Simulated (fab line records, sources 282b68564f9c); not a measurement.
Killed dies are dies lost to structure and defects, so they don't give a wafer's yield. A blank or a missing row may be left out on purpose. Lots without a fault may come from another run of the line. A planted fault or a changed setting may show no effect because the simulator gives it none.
fab line records | flow rit_cmos
record lots=15 wafers=45 last_day=8
route steps=202 shown FOX2@80 SDANNEAL@156 PSD@157 SILICIDE@162 M1@202
lots that met no fault: from a run of the same line without faults
start_h: hours from the record's first day to the start of the lot's first wafer shown | wait_h: hours since the lot's step before | " the same as in the row above | L1.1+2: a row that stands for several wafers | - no value, or no start given | * or withheld: withheld | < > ~ a bound
route shown NAME@n: a module of which the file shows steps, and the number in the route of the first | usual: mean/standard deviation of fault-free wafers | same: alike in all rows | chamber/n: place in a boat | sites: the reading at each site | _std_site: their standard deviation | _edge_site: outer sites' mean less inner sites' | radius_mm: how far each site lies from the wafer's centre | mask NAME#n: copy n | behind: the tool/chamber that last shaped the wafer | hold: why the lot was held/for how many hours/how that ended | device: the transistor (n, p or np) that didn't switch | end of line: the same wafers' tests at the end of the route | a step without rows: its recipe alone | killed: dies lost to structure and defects at the first sort, not the wafer's yield | map: a wafer's dies, x killed, . not, _ none there
set.NAME: the setting as run; set.NAME@STEP: as run at that earlier step | model.NAME: the simulator's own value behind a step, which no gauge read
steps of the route over a sample of lots; a table a step, a row a wafer
services: from which hour (start_h, from the record's first day; less than 0 if before it) a tool's chamber was out of use, for how many hours, and why
## steps
# step RIT_FOX2_THK_MEAS_91
# recipe reads=SiO2_of_FOX2_OXIDATION_00
# usual FIELD_OXIDE_LEFT_2_THK=257/8.9
# columns lot.wafer tool chamber start_h wait_h FIELD_OXIDE_LEFT_2_THK[nm]
L548.1 film_metro-04 - 35.91 0.0 252
L548.5 " - " " 245
L548.6 " - " " 242
L549.4 film_metro-01 - 41.40 0.0 263
L549.5 " - " " 267
L549.6 " - " " 266
L550.3 film_metro-01 - 46.04 0.0 272
L550.4 " - " " 262
L550.5 " - " " 262
L553.1 film_metro-02 - 62.70 0.0 253
L553.3 " - " " 254
L553.4 " - " " 252
L554.3 film_metro-04 - 71.12 0.0 254
L554.4 " - " " 253
L554.5 " - " " 250
L556.2 film_metro-01 - 80.99 0.0 251
L556.3 " - " " 249
L556.6 " - " " 255
L557.2 film_metro-01 - 85.86 0.0 260
L557.4 " - " " 263
L557.5 " - " " 269
L559.1 film_metro-02 - 93.81 0.0 245
L559.2 " - " " 244
L559.3 " - " " 253
L560.1 film_metro-04 - 98.60 0.0 266
L560.2 " - " " 256
L560.5 " - " " 262
L561.2 film_metro-01 - 103.80 0.0 249
L561.3 " - " " 250
L561.4 " - " " 246
L562.1 film_metro-04 - 106.48 0.0 250
L562.4 " - " " 252
L562.6 " - " " 247
L563.4 film_metro-04 - 111.71 0.0 250
L563.5 " - " " 251
L563.6 " - " " 249
L569.3 film_metro-02 - 140.52 0.0 270
L569.5 " - " " 272
L569.6 " - " " 272
L570.1 film_metro-01 - 145.92 0.0 263
L570.2 " - " " 259
L570.4 " - " " 261
L571.1 film_metro-02 - 151.02 0.0 269
L571.2 " - " " 273
L571.3 " - " " 277
# step RIT_SDANNEAL_RTA_03
# recipe temp_c=1050 time_s=5.174 idle_temp_c=600 ramp_up_c_per_s=342 ramp_down_c_per_s=171 cool_to_c=600 ambient=N2
# usual wafer_temp_C_max=1053.5/1.2
# columns lot.wafer tool chamber start_h wait_h wafer_temp_C_max
L548.1 rtp_anneal-02 0 56.89 0.0 1052.7
L548.5 " 0 " " 1053.5
L548.6 " 0 " " 1054.2
L549.4 rtp_anneal-01 0 68.73 0.1 1054.4
L549.5 " 0 " " 1055.5
L549.6 " 0 " " 1051.8
L550.3 rtp_anneal-02 0 69.07 0.0 1053.8
L550.4 " 0 " " 1053.7
L550.5 " 0 " " 1053.3
L553.1 rtp_anneal-01 0 87.96 0.0 1054.0
L553.3 " 0 " " 1052.7
L553.4 " 0 " " 1053.2
L554.3 rtp_anneal-02 0 93.31 0.0 1056.3
L554.4 " 0 " " 1053.0
L554.5 " 0 " " 1052.0
L556.2 rtp_anneal-02 0 101.88 0.0 1053.7
L556.3 " 0 " " 1052.5
L556.6 " 0 " " 1052.7
L557.2 rtp_anneal-01 0 107.60 0.0 1053.8
L557.4 " 0 " " 1054.5
L557.5 " 0 " " 1052.3
L559.1 rtp_anneal-01 0 114.86 0.0 1053.9
L559.2 " 0 " " 1053.3
L559.3 " 0 " " 1052.1
L560.1 rtp_anneal-02 0 119.56 0.0 1053.1
L560.2 " 0 " " 1052.8
L560.5 " 0 " " 1053.7
L562.1 rtp_anneal-01 0 125.24 0.0 1051.9
L562.4 " 0 " " 1052.8
L562.6 " 0 " " 1054.0
L561.2 rtp_anneal-02 0 125.49 0.0 1052.9
L561.3 " 0 " " 1052.2
L561.4 " 0 " " 1053.9
L563.4 rtp_anneal-01 0 133.32 0.0 1051.6
L563.5 " 0 " " 1055.6
L563.6 " 0 " " 1052.8
L569.3 rtp_anneal-01 0 164.01 0.0 1052.6
L569.5 " 0 " " 1054.8
L569.6 " 0 " " 1053.1
L570.1 rtp_anneal-02 0 173.32 0.0 1053.8
L570.2 " 0 " " 1053.1
L570.4 " 0 " " 1055.3
L571.1 rtp_anneal-01 0 174.38 0.0 1054.8
L571.2 " 0 " " 1053.4
L571.3 " 0 " " 1051.8
# step RIT_SDANNEAL_RS_MEAS_04
# recipe thk_meas_gauge=four-point-probe
# usual PSD_RS=115.5/0.34
# columns lot.wafer tool chamber start_h wait_h PSD_RS[ohm/sq]
L548.1 film_metro-03 - 56.95 0.0 115.6
L548.5 " - " " 115.0
L548.6 " - " " 115.5
L549.4 film_metro-04 - 68.84 0.1 115.9
L549.5 " - " " 115.7
L549.6 " - " " 115.4
L550.3 film_metro-03 - 69.15 0.1 115.0
L550.4 " - " " 115.0
L550.5 " - " " 114.9
L553.1 film_metro-01 - 88.02 0.0 114.9
L553.3 " - " " 114.9
L553.4 " - " " 114.8
L554.3 film_metro-04 - 93.38 0.1 115.1
L554.4 " - " " 115.1
L554.5 " - " " 115.2
L556.2 film_metro-03 - 101.95 0.1 115.7
L556.3 " - " " 115.3
L556.6 " - " " 115.3
L557.2 film_metro-04 - 107.67 0.1 115.6
L557.4 " - " " 115.7
L557.5 " - " " 115.4
L559.1 film_metro-04 - 114.97 0.1 115.6
L559.2 " - " " 115.3
L559.3 " - " " 115.6
L560.1 film_metro-01 - 119.62 0.0 115.2
L560.2 " - " " 115.6
L560.5 " - " " 115.3
L562.1 film_metro-04 - 125.30 0.0 115.9
L562.4 " - " " 115.8
L562.6 " - " " 115.7
L561.2 film_metro-03 - 125.55 0.1 115.6
L561.3 " - " " 115.1
L561.4 " - " " 115.7
L563.4 film_metro-04 - 133.40 0.1 115.2
L563.5 " - " " 115.1
L563.6 " - " " 115.4
L569.3 film_metro-04 - 164.08 0.1 115.2
L569.5 " - " " 115.2
L569.6 " - " " 115.3
L570.1 film_metro-01 - 173.38 0.0 115.8
L570.2 " - " " 115.9
L570.4 " - " " 115.3
L571.1 film_metro-03 - 174.44 0.0 115.2
L571.2 " - " " 115.3
L571.3 " - " " 115.3
# step RIT_SILICIDE_SPUTTER_01
# recipe material=Ti target_thk_nm=30 power_w=337.5 chamber_pressure_pa=0.667 gas=Ar time_s=240 substrate_temp_c=25
# usual cathode_dc_power_W=337.50/0.066 chamber_pressure_pa=0.6670/0.0013 substrate_temp_c=25.00/0.11 throttle_valve_pct=30.2/1.5
# columns lot.wafer tool chamber start_h wait_h cathode_dc_power_W chamber_pressure_pa substrate_temp_c throttle_valve_pct
L548.1 pvd_sputter-02 - 57.44 0.0 337.53 0.6647 24.87 28.1
L548.5 " - " " 337.51 0.6673 25.10 32.3
L548.6 " - " " 337.60 0.6661 24.89 29.5
L549.4 pvd_sputter-01 - 69.28 0.0 337.51 0.6652 24.97 31.7
L549.5 " - " " 337.52 0.6689 25.01 29.9
L549.6 " - " " 337.44 0.6685 25.12 28.4
L550.3 pvd_sputter-03 - 69.60 0.0 337.51 0.6684 24.67 29.2
L550.4 " - " " 337.57 0.6659 24.95 31.9
L550.5 " - " " 337.41 0.6673 24.95 31.8
L553.1 pvd_sputter-01 - 88.51 0.0 337.56 0.6670 24.95 29.9
L553.3 " - " " 337.45 0.6677 24.89 28.5
L553.4 " - " " 337.48 0.6657 24.97 31.7
L554.3 pvd_sputter-02 - 93.84 0.0 337.48 0.6683 25.06 32.0
L554.4 " - " " 337.47 0.6662 25.05 27.6
L554.5 " - " " 337.38 0.6650 25.24 29.6
L556.2 pvd_sputter-02 - 102.42 0.0 337.54 0.6668 24.99 27.9
L556.3 " - " " 337.54 0.6692 24.98 32.7
L556.6 " - " " 337.41 0.6661 24.99 28.0
L557.2 pvd_sputter-01 - 108.14 0.0 337.39 0.6706 25.03 28.6
L557.4 " - " " 337.44 0.6644 24.75 30.1
L557.5 " - " " 337.55 0.6656 24.93 30.3
L559.1 pvd_sputter-01 - 115.47 0.0 337.45 0.6662 25.03 30.0
L559.2 " - " " 337.45 0.6667 24.67 31.8
L559.3 " - " " 337.47 0.6666 24.78 28.6
L560.1 pvd_sputter-02 - 120.11 0.0 - - - -
L560.2 " - " " - - - -
L560.5 " - " " - - - -
L562.1 pvd_sputter-01 - 125.79 0.0 - - - -
L562.4 " - " " - - - -
L562.6 " - " " - - - -
L561.2 pvd_sputter-03 - 126.03 0.0 - - - -
L561.3 " - " " - - - -
L561.4 " - " " - - - -
L563.4 pvd_sputter-01 - 133.84 0.0 337.61 0.6688 25.10 28.7
L563.5 " - " " 337.46 0.6675 25.15 28.8
L563.6 " - " " 337.49 0.6664 25.05 30.1
L569.3 pvd_sputter-01 - 164.54 0.0 337.42 0.6667 25.03 31.4
L569.5 " - " " 337.43 0.6658 25.17 29.9
L569.6 " - " " 337.56 0.6667 25.14 28.7
L570.1 pvd_sputter-01 - 173.87 0.0 337.58 0.6697 25.05 28.7
L570.2 " - " " 337.59 0.6672 25.09 30.0
L570.4 " - " " 337.51 0.6648 25.07 30.2
L571.1 pvd_sputter-02 - 174.93 0.0 337.63 0.6664 24.92 29.7
L571.2 " - " " 337.60 0.6673 24.95 32.2
L571.3 " - " " 337.53 0.6696 25.00 32.2
# step RIT_SILICIDE_RS_MEAS_02
# recipe thk_meas_gauge=four-point-probe reads=Ti_of_SILICIDE_SPUTTER_01
# usual SILICIDE_TI_RS=50.3/0.82
# columns lot.wafer tool chamber start_h wait_h SILICIDE_TI_RS[ohm/sq]
L548.1 film_metro-02 - 57.59 0.1 49.8
L548.5 " - " " 50.2
L548.6 " - " " 50.6
L549.4 film_metro-04 - 69.49 0.1 50.9
L549.5 " - " " 50.4
L549.6 " - " " 51.1
L550.3 film_metro-04 - 69.79 0.1 51.3
L550.4 " - " " 51.6
L550.5 " - " " 50.9
L553.1 film_metro-04 - 88.66 0.1 50.7
L553.3 " - " " 50.4
L553.4 " - " " 50.8
L554.3 film_metro-04 - 94.03 0.1 49.3
L554.4 " - " " 49.2
L554.5 " - " " 49.4
L556.2 film_metro-01 - 102.59 0.1 49.8
L556.3 " - " " 49.7
L556.6 " - " " 49.5
L557.2 film_metro-01 - 108.31 0.1 50.4
L557.4 " - " " 49.6
L557.5 " - " " 49.4
L559.1 film_metro-04 - 115.62 0.1 50.9
L559.2 " - " " 50.9
L559.3 " - " " 51.3
L560.1 film_metro-02 - 120.26 0.1 -
L560.2 " - " " -
L560.5 " - " " -
L562.1 film_metro-02 - 125.94 0.1 -
L562.4 " - " " -
L562.6 " - " " -
L561.2 film_metro-02 - 126.20 0.1 -
L561.3 " - " " -
L561.4 " - " " -
L563.4 film_metro-04 - 134.05 0.1 50.4
L563.5 " - " " 50.7
L563.6 " - " " 50.5
L569.3 film_metro-02 - 164.73 0.1 51.3
L569.5 " - " " 51.4
L569.6 " - " " 50.9
L570.1 film_metro-02 - 174.02 0.1 50.4
L570.2 " - " " 50.9
L570.4 " - " " 50.8
L571.1 film_metro-01 - 175.08 0.1 49.8
L571.2 " - " " 48.9
L571.3 " - " " 48.8
# step RIT_SILICIDE_THK_MEAS_03
# recipe thk_meas_gauge=xrf reads=Ti_of_SILICIDE_SPUTTER_01
# usual SILICIDE_TI_THK=28.7/0.36
# columns lot.wafer tool chamber start_h wait_h SILICIDE_TI_THK[nm]
L548.1 film_metro-02 - 57.71 0.1 29.1
L548.5 " - " " 28.9
L548.6 " - " " 28.7
L549.4 film_metro-04 - 69.58 0.1 28.4
L549.5 " - " " 28.8
L549.6 " - " " 28.4
L550.3 film_metro-04 - 69.89 0.1 28.4
L550.4 " - " " 28.2
L550.5 " - " " 28.5
L553.1 film_metro-04 - 88.78 0.1 28.3
L553.3 " - " " 28.5
L553.4 " - " " 28.2
L554.3 film_metro-04 - 94.13 0.1 29.0
L554.4 " - " " 29.1
L554.5 " - " " 28.8
L556.2 film_metro-01 - 102.70 0.1 28.9
L556.3 " - " " 29.0
L556.6 " - " " 29.0
L557.2 film_metro-01 - 108.42 0.1 28.7
L557.4 " - " " 29.1
L557.5 " - " " 29.3
L559.1 film_metro-04 - 115.74 0.1 28.4
L559.2 " - " " 28.4
L559.3 " - " " 28.3
L560.1 film_metro-02 - 120.38 0.1 <0.0
L560.2 " - " " <0.0
L560.5 " - " " <0.0
L562.1 film_metro-02 - 126.06 0.1 <0.0
L562.4 " - " " <0.0
L562.6 " - " " <0.0
L561.2 film_metro-02 - 126.31 0.1 <0.0
L561.3 " - " " <0.0
L561.4 " - " " <0.0
L563.4 film_metro-04 - 134.14 0.1 28.7
L563.5 " - " " 28.5
L563.6 " - " " 28.5
L569.3 film_metro-02 - 164.83 0.1 28.4
L569.5 " - " " 28.4
L569.6 " - " " 28.6
L570.1 film_metro-02 - 174.14 0.1 28.7
L570.2 " - " " 28.6
L570.4 " - " " 28.5
L571.1 film_metro-01 - 175.20 0.1 28.8
L571.2 " - " " 29.3
L571.3 " - " " 29.3
# step RIT_M1_PROBE_99
# usual killed_at_contacts=0.0/0.16 killed_at_front_end=7.5/2.8 killed_dies=7.6/2.9 killed_on_rim=2.1/1.4 killed_open=3.7/2 killed_short=3.8/2
# same gross_dies=264 killed_at_M0_to_M3=0 killed_at_M4_up=0 killed_at_back_side=0 killed_at_other=0
# columns lot.wafer tool chamber start_h wait_h killed_at_contacts killed_at_front_end killed_dies killed_on_rim killed_open killed_short
L548.1 prober-01 - 64.49 0.1 0 10 10 3 5 5
L548.5 prober-01 - 64.69 0.2 0 8 8 3 6 2
L548.6 prober-01 - 64.74 0.2 0 3 3 1 1 2
L549.4 prober-02 - 76.55 0.2 0 9 9 3 3 6
L549.5 prober-02 - 76.60 0.2 0 11 11 1 5 6
L549.6 prober-02 - 76.65 0.2 0 8 8 2 6 2
L550.3 prober-01 - 78.00 0.2 0 10 10 4 4 6
L550.4 prober-01 - 78.05 0.2 0 8 8 1 4 4
L550.5 prober-01 - 78.10 0.2 0 7 7 1 4 3
L553.1 prober-02 - 95.60 0.1 0 12 12 4 7 5
L553.3 prober-02 - 95.70 0.2 0 4 4 1 2 2
L553.4 prober-02 - 95.75 0.2 0 2 2 0 0 2
L554.3 prober-01 - 100.95 0.2 0 10 10 5 6 4
L554.4 prober-01 - 101.00 0.2 0 7 7 3 5 2
L554.5 prober-01 - 101.05 0.2 0 5 5 1 1 4
L556.2 prober-01 - 109.34 0.1 0 6 6 2 3 3
L556.3 prober-01 - 109.39 0.2 0 8 8 2 3 5
L556.6 prober-01 - 109.54 0.2 0 3 3 1 2 1
L557.2 prober-02 - 115.35 0.1 0 9 9 3 3 6
L557.4 prober-02 - 115.45 0.2 0 10 10 2 2 8
L557.5 prober-02 - 115.50 0.2 0 9 9 4 6 3
L559.1 prober-01 - 122.60 0.1 0 8 8 0 7 1
L559.2 prober-01 - 122.65 0.1 0 3 3 0 3 0
L559.3 prober-01 - 122.70 0.2 0 10 10 5 5 5
L560.1 prober-02 - 127.09 0.1 0 264 264 70 7 2
L560.2 prober-02 - 127.14 0.1 0 264 264 70 1 4
L560.5 prober-02 - 127.29 0.2 0 264 264 70 3 3
L562.1 prober-01 - 132.58 0.1 0 264 264 70 4 4
L562.4 prober-01 - 132.73 0.2 0 264 264 70 4 4
L562.6 prober-01 - 132.83 0.2 0 264 264 70 8 3
L561.2 prober-02 - 134.13 0.1 0 264 264 70 4 6
L561.3 prober-02 - 134.18 0.2 0 264 264 70 4 6
L561.4 prober-02 - 134.23 0.2 0 264 264 70 5 3
L563.4 prober-01 - 141.29 0.2 0 4 4 2 2 2
L563.5 prober-01 - 141.34 0.2 1 4 5 2 2 3
L563.6 prober-01 - 141.39 0.2 0 6 6 1 5 1
L569.3 prober-01 - 171.54 0.2 0 10 10 3 3 6
L569.5 prober-01 - 171.64 0.2 0 2 2 0 0 1
L569.6 prober-01 - 171.69 0.2 1 13 14 2 8 6
L570.1 prober-02 - 180.63 0.1 0 13 13 5 5 8
L570.2 prober-02 - 180.68 0.1 0 9 9 3 4 5
L570.4 prober-02 - 180.78 0.2 0 6 6 1 4 2
L571.1 prober-01 - 182.13 0.1 0 8 8 2 6 2
L571.2 prober-01 - 182.18 0.1 0 9 9 1 3 6
L571.3 prober-01 - 182.23 0.2 1 13 14 3 5 9
# killed by level:class
L548.1 REOX:geometric_particle:short=3 REOX:geometric_particle:open=2 SILICIDE:geometric_particle:short=2 GATE:geometric_particle:open=1 SPACER:geometric_particle:open=1 SILICIDE:geometric_particle:open=1
L548.5 GATE:geometric_particle:open=3 SILICIDE:geometric_particle:open=2 FOX2:geometric_particle:open=1 REOX:geometric_particle:short=1 SILICIDE:geometric_particle:short=1
L548.6 FOX1:geometric_particle:open=1 FOX2:geometric_particle:short=1 GATE:geometric_particle:short=1
L549.4 REOX:geometric_particle:short=2 ACTIVE:geometric_particle:short=1 FOX1:geometric_particle:open=1 FOX1:geometric_particle:short=1 FOX2:geometric_particle:short=1 GATE:geometric_particle:short=1 SPACER:geometric_particle:open=1 SILICIDE:geometric_particle:open=1
L549.5 FOX1:geometric_particle:open=2 FOX1:geometric_particle:short=2 GATE:geometric_particle:short=2 SPACER:geometric_particle:short=2 GATE:geometric_particle:open=1 SPACER:geometric_particle:open=1 SILICIDE:geometric_particle:open=1
L549.6 GATE:geometric_particle:short=2 GATE:geometric_particle:open=2 SPACER:geometric_particle:open=2 SILICIDE:geometric_particle:open=2
L550.3 GATE:geometric_particle:short=3 GATE:geometric_particle:open=2 FOX2:geometric_particle:open=1 FOX2:geometric_particle:short=1 REOX:geometric_particle:short=1 SPACER:geometric_particle:short=1 SILICIDE:geometric_particle:open=1
L550.4 FOX2:geometric_particle:short=2 REOX:geometric_particle:short=2 SPACER:geometric_particle:open=2 GATE:geometric_particle:open=1 REOX:geometric_particle:open=1
L550.5 GATE:geometric_particle:open=2 SPACER:geometric_particle:short=2 FOX2:geometric_particle:open=1 GATE:geometric_particle:short=1 SPACER:geometric_particle:open=1
L553.1 GATE:geometric_particle:open=4 FOX2:geometric_particle:open=2 SILICIDE:geometric_particle:short=2 FOX1:geometric_particle:short=1 FOX1:geometric_particle:open=1 GATE:geometric_particle:short=1 SPACER:geometric_particle:short=1
L553.3 SPACER:geometric_particle:open=2 GATE:geometric_particle:short=1 REOX:geometric_particle:short=1
L553.4 FOX1:geometric_particle:short=1 GATE:geometric_particle:short=1
L554.3 FOX1:geometric_particle:open=3 GATE:geometric_particle:short=2 GATE:geometric_particle:open=1 REOX:geometric_particle:open=1 REOX:geometric_particle:short=1 SPACER:geometric_particle:open=1 SILICIDE:geometric_particle:short=1
L554.4 FOX1:geometric_particle:open=2 FOX1:geometric_particle:short=1 GATE:geometric_particle:open=1 REOX:geometric_particle:open=1 SPACER:geometric_particle:short=1 SILICIDE:geometric_particle:open=1
L554.5 GATE:geometric_particle:short=3 GATE:geometric_particle:open=1 REOX:geometric_particle:short=1
L556.2 FOX1:geometric_particle:open=1 FOX2:geometric_particle:open=1 FOX2:geometric_particle:short=1 GATE:geometric_particle:open=1 GATE:geometric_particle:short=1 REOX:geometric_particle:short=1
L556.3 FOX1:geometric_particle:short=2 GATE:geometric_particle:short=2 GATE:geometric_particle:open=2 REOX:geometric_particle:short=1 SPACER:geometric_particle:open=1
L556.6 FOX1:geometric_particle:open=1 FOX2:geometric_particle:short=1 GATE:geometric_particle:open=1
L557.2 GATE:geometric_particle:short=2 SPACER:geometric_particle:short=2 SILICIDE:geometric_particle:open=2 FOX1:geometric_particle:short=1 GATE:geometric_particle:open=1 SILICIDE:geometric_particle:short=1
L557.4 GATE:geometric_particle:short=2 REOX:geometric_particle:short=2 SPACER:geometric_particle:short=2 FOX2:geometric_particle:short=1 GATE:geometric_particle:open=1 SILICIDE:geometric_particle:short=1 SILICIDE:geometric_particle:open=1
L557.5 FOX1:geometric_particle:open=2 GATE:geometric_particle:short=2 SPACER:geometric_particle:open=2 GATE:geometric_particle:open=1 REOX:geometric_particle:open=1 SPACER:geometric_particle:short=1
L559.1 GATE:geometric_particle:open=6 FOX2:geometric_particle:open=1 GATE:geometric_particle:short=1
L559.2 GATE:geometric_particle:open=1 REOX:geometric_particle:open=1 SILICIDE:geometric_particle:open=1
L559.3 GATE:geometric_particle:short=2 FOX1:geometric_particle:short=1 FOX2:geometric_particle:open=1 GATE:geometric_particle:open=1 REOX:geometric_particle:open=1 SPACER:geometric_particle:open=1 SPACER:geometric_particle:short=1 SILICIDE:geometric_particle:short=1
L560.1 SILICIDE:area_sputter=255 GATE:geometric_particle:open=4 REOX:geometric_particle:open=2 GATE:geometric_particle:short=1 SPACER:geometric_particle:short=1 SPACER:geometric_particle:open=1
L560.2 SILICIDE:area_sputter=259 FOX2:geometric_particle:short=2 GATE:geometric_particle:short=2 REOX:geometric_particle:open=1
L560.5 SILICIDE:area_sputter=258 GATE:geometric_particle:open=2 GATE:geometric_particle:short=2 FOX1:geometric_particle:short=1 FOX2:geometric_particle:open=1
L562.1 SILICIDE:area_sputter=256 GATE:geometric_particle:short=2 FOX1:geometric_particle:open=1 FOX2:geometric_particle:open=1 FOX2:geometric_particle:short=1 GATE:geometric_particle:open=1 REOX:geometric_particle:open=1 SPACER:geometric_particle:short=1
L562.4 SILICIDE:area_sputter=256 GATE:geometric_particle:open=2 REOX:geometric_particle:open=2 FOX1:geometric_particle:short=1 GATE:geometric_particle:short=1 REOX:geometric_particle:short=1 SPACER:geometric_particle:short=1
L562.6 SILICIDE:area_sputter=253 REOX:geometric_particle:open=4 SPACER:geometric_particle:open=3 REOX:geometric_particle:short=2 FOX1:geometric_particle:open=1 GATE:geometric_particle:short=1
L561.2 SILICIDE:area_sputter=254 FOX2:geometric_particle:short=3 FOX2:geometric_particle:open=3 GATE:geometric_particle:short=2 FOX1:geometric_particle:short=1 REOX:geometric_particle:open=1
L561.3 SILICIDE:area_sputter=254 GATE:geometric_particle:short=3 FOX2:geometric_particle:short=2 FOX2:geometric_particle:open=2 FOX1:geometric_particle:open=1 GATE:geometric_particle:open=1 SPACER:geometric_particle:short=1
L561.4 SILICIDE:area_sputter=256 GATE:geometric_particle:short=3 GATE:geometric_particle:open=2 FOX1:geometric_particle:open=1 FOX2:geometric_particle:open=1 REOX:geometric_particle:open=1
L563.4 GATE:geometric_particle:open=1 GATE:geometric_particle:short=1 SPACER:geometric_particle:open=1 SPACER:geometric_particle:short=1
L563.5 REOX:geometric_particle:short=2 GATE:geometric_particle:short=1 GATE:geometric_particle:open=1 CONTACT:geometric_particle:open=1
L563.6 GATE:geometric_particle:open=3 FOX1:geometric_particle:open=1 FOX2:geometric_particle:open=1 GATE:geometric_particle:short=1
L569.3 GATE:geometric_particle:short=4 ACTIVE:geometric_particle:open=1 FOX1:geometric_particle:short=1 GATE:geometric_particle:open=1 REOX:geometric_particle:short=1 SPACER:geometric_particle:open=1 NRETRO:coat_microbubble_printed=1
L569.5 GATE:geometric_particle:short=1 NRETRO:coat_microbubble_printed=1
L569.6 GATE:geometric_particle:open=4 FOX2:geometric_particle:short=3 GATE:geometric_particle:short=2 SPACER:geometric_particle:open=2 FOX1:geometric_particle:open=1 SPACER:geometric_particle:short=1 CONTACT:geometric_particle:open=1
L570.1 FOX1:geometric_particle:short=3 GATE:geometric_particle:short=3 GATE:geometric_particle:open=3 FOX2:geometric_particle:short=1 REOX:geometric_particle:open=1 REOX:geometric_particle:short=1 SPACER:geometric_particle:open=1
L570.2 GATE:geometric_particle:open=3 SPACER:geometric_particle:short=3 FOX1:geometric_particle:short=1 FOX1:geometric_particle:open=1 REOX:geometric_particle:short=1
L570.4 GATE:geometric_particle:open=3 GATE:geometric_particle:short=2 SILICIDE:geometric_particle:open=1
L571.1 GATE:geometric_particle:open=5 GATE:geometric_particle:short=1 REOX:geometric_particle:open=1 SILICIDE:geometric_particle:short=1
L571.2 REOX:geometric_particle:short=3 GATE:geometric_particle:open=2 FOX2:geometric_particle:short=1 GATE:geometric_particle:short=1 SPACER:geometric_particle:open=1 SPACER:geometric_particle:short=1
L571.3 GATE:geometric_particle:short=3 REOX:geometric_particle:short=2 SPACER:geometric_particle:open=2 FOX1:geometric_particle:short=1 FOX2:geometric_particle:short=1 GATE:geometric_particle:open=1 REOX:geometric_particle:open=1 SILICIDE:geometric_particle:short=1
## services
# columns tool chamber start_h hours kind
pvd_sputter-02 - 64.63 1.8 repair
pvd_sputter-01 - 73.64 0.5 repair
rtp_anneal-02 - 147.55 5.6 pm
pvd_sputter-01 - 159.17 0.6 repair
## key
first_sign step=RIT_SILICIDE_SPUTTER_01 reading=tool_record direction=missing
effect step=RIT_SILICIDE_RS_MEAS_02 reading=SILICIDE_TI_RS direction=missing
effect step=RIT_SILICIDE_THK_MEAS_03 reading=SILICIDE_TI_THK direction=down sigmas=79 usual=28.7 struck=<0.0
effect step=RIT_M1_PROBE_99 reading=killed_at_front_end direction=up sigmas=91 usual=7.5 struck=264
more_kills_born_at RIT_SILICIDE_SPUTTER_01@pvd_sputter-02=769 RIT_SILICIDE_SPUTTER_01@pvd_sputter-01=765 RIT_SILICIDE_SPUTTER_01@pvd_sputter-03=764
met_at RIT_SILICIDE_SPUTTER_01
struck_lots L560,L561,L562
later_rows_left_out L560.1,L560.2,L560.5,L561.2,L561.3,L561.4,L562.1,L562.4,L562.6
tester_left_out L560,L561,L562
not_acting_at RIT_FOX2_THK_MEAS_91,RIT_SDANNEAL_RTA_03,RIT_SDANNEAL_RS_MEAS_04
onset_between 115.47 120.11
fault kind=skipped_step_whole tool=pvd_sputter-01,pvd_sputter-02,pvd_sputter-03 chamber=- onset_h=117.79 steps=RIT_SILICIDE_SPUTTER_01 scope=struck_lots_only
# tester_left_out: of these lots the tester's yield and bins aren't shown, on N5 and GAA mostly nor the transistor test; their killed dies are dies lost to structure and defects alone, not to doping, threshold or leakage, so they don't give the yield
# later_rows_left_out: the simulator's readings of these wafers behind a module that went badly wrong aren't trusted and aren't shown, but for the sort
